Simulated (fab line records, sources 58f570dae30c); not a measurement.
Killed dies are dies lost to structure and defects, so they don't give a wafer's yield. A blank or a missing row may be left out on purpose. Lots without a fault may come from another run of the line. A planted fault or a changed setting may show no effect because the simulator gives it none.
Which tool did it? | flow berkeley_cmos170 | 7 lots, 21 wafers sampled, at 2 steps of a route of 331

WHAT THE GAUGES READ, wafer by wafer
UCB170_M2_RS_MEAS_02: measures by four-point-probe.
lot  | measured     | on            | M2_AL_RS (ohm/sq)
L885 | day 8 16:05  | film_metro-03 | 0.0322 0.0322 0.0327
L887 | day 9 03:53  | film_metro-01 | 0.0330 0.0328 0.0326
L892 | day 10 09:20 | film_metro-04 | 0.0314 0.0319 0.0315
L894 | day 10 09:38 | film_metro-01 | 0.0319 0.0322 0.0324
L899 | day 11 11:36 | film_metro-01 | 0.0316 0.0313 0.0319
L897 | day 11 13:02 | film_metro-04 | 0.0293 0.0300 0.0299
L903 | day 12 14:22 | film_metro-01 | 0.0317 0.0319 0.0318

WHICH TOOL RAN EACH LOT (tool, then ch and the chambers of the sampled wafers, then the start)
lot  | UCB170_M2_SPUTTER_01
L885 | pvd_sputter-03, day 8 16:00
L887 | pvd_sputter-02, day 9 03:49
L892 | pvd_sputter-01, day 10 09:14
L894 | pvd_sputter-02, day 10 09:30
L899 | pvd_sputter-01, day 11 11:29
L897 | pvd_sputter-03, day 11 12:56
L903 | pvd_sputter-01, day 12 14:14
- UCB170_M2_SPUTTER_01: material Al, target thk 900 nm, time 120 s.

THE ANSWER, worked out from the rows above alone
Rule: what is usual is taken from the lots themselves. Put in order of their means at a reading, lots are off if they are a third of the lots or fewer, leave a main group of 4 or more, and stand apart from it by a gap of 3 or more times the standard deviation of the main group's means; of several such gaps the widest counts. A main group whose means are all the same, to the digits that the tables above print for the reading, isn't used. A lot without any number at a reading at which 4 lots or more have one is off too. The other lots that the step has rows for count as sound.
Off: L897, at UCB170_M2_RS_MEAS_02 (M2_AL_RS). The main group: mean 0.0321 ohm/sq, standard deviation 0.00044.
A tool fits if, at a process step before that reading, it ran every lot that is off, and no sound lot after the first of them. The gauges at UCB170_M2_RS_MEAS_02 are tried like those tools. Can't be told from this: 2 tools fit, pvd_sputter-03 at UCB170_M2_SPUTTER_01, film_metro-04 at UCB170_M2_RS_MEAS_02.

WHAT THE SIMULATOR HAD PUT IN
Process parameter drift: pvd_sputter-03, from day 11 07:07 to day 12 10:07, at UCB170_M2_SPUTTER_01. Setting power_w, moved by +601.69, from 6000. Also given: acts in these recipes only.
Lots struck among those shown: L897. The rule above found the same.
